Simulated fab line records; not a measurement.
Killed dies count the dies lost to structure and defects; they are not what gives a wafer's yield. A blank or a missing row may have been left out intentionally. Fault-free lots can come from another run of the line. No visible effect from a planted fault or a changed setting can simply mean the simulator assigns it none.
Matching of chambers	flow berkeley cmos170	UCB170_V2_CMP_02 on cmp-02 has 4 sister chambers
The step polishes SiO2. 14 wafers are shown with their chamber, then 7 later ones without.

## WAFERS, EACH WITH ITS CHAMBER
wafer	chamber	motor current A (A)
L289.3	3	16.1
L289.4	1	15.6
L289.6	2	16.1
L290.3	1	16.9
L290.4	2	16.9
L290.6	3	17.2
L293.1	3	16.5
L293.5	0	15.3
L293.6	1	16.2
L292.2	0	14.6
L292.4	3	15.2
L292.5	1	16.4
L300.3	1	16.0
L300.4	3	16.2

SIGNATURES (averages over the wafers above)
reading	chamber 0	chamber 1	chamber 2	chamber 3	scatter within a chamber
motor current A	14.950	16.220	16.500	16.240	0.599
Rule: distance of a wafer from a chamber = root of the sum over the readings of ((wafer's reading minus chamber's mean) / reading's scatter) squared. If the next closest chamber is less than 2 further off than the closest, the wafer can't be placed; otherwise it belongs to the closest. The scatter: the root of (the sum of the squares of (reading less its chamber's mean) over the shown wafers, divided by (wafers less chambers)).

## WAFERS WITHOUT THEIR CHAMBER
wafer	motor current A (A)
L300.6	16.6
L305.1	17.1
L305.2	14.5
L305.4	17.3
L304.1	16.1
L304.3	15.3
L304.5	16.7

## WHICH CHAMBER EACH ONE RAN IN
wafer	from the rows above	in truth
L300.6	can't be placed: 2 or 3 or 1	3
L305.1	can't be placed: 2 or 3 or 1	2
L305.2	0	0
L305.4	can't be placed: 2 or 3 or 1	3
L304.1	can't be placed: 1 or 3 or 2 or 0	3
L304.3	can't be placed: 0 or 1 or 3 or 2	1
L304.5	can't be placed: 2 or 3 or 1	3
Correctly placed: 1 of 7. Can't be placed from these rows: 6 (the true chamber is among the candidates in 6). Wrongly placed: 0.
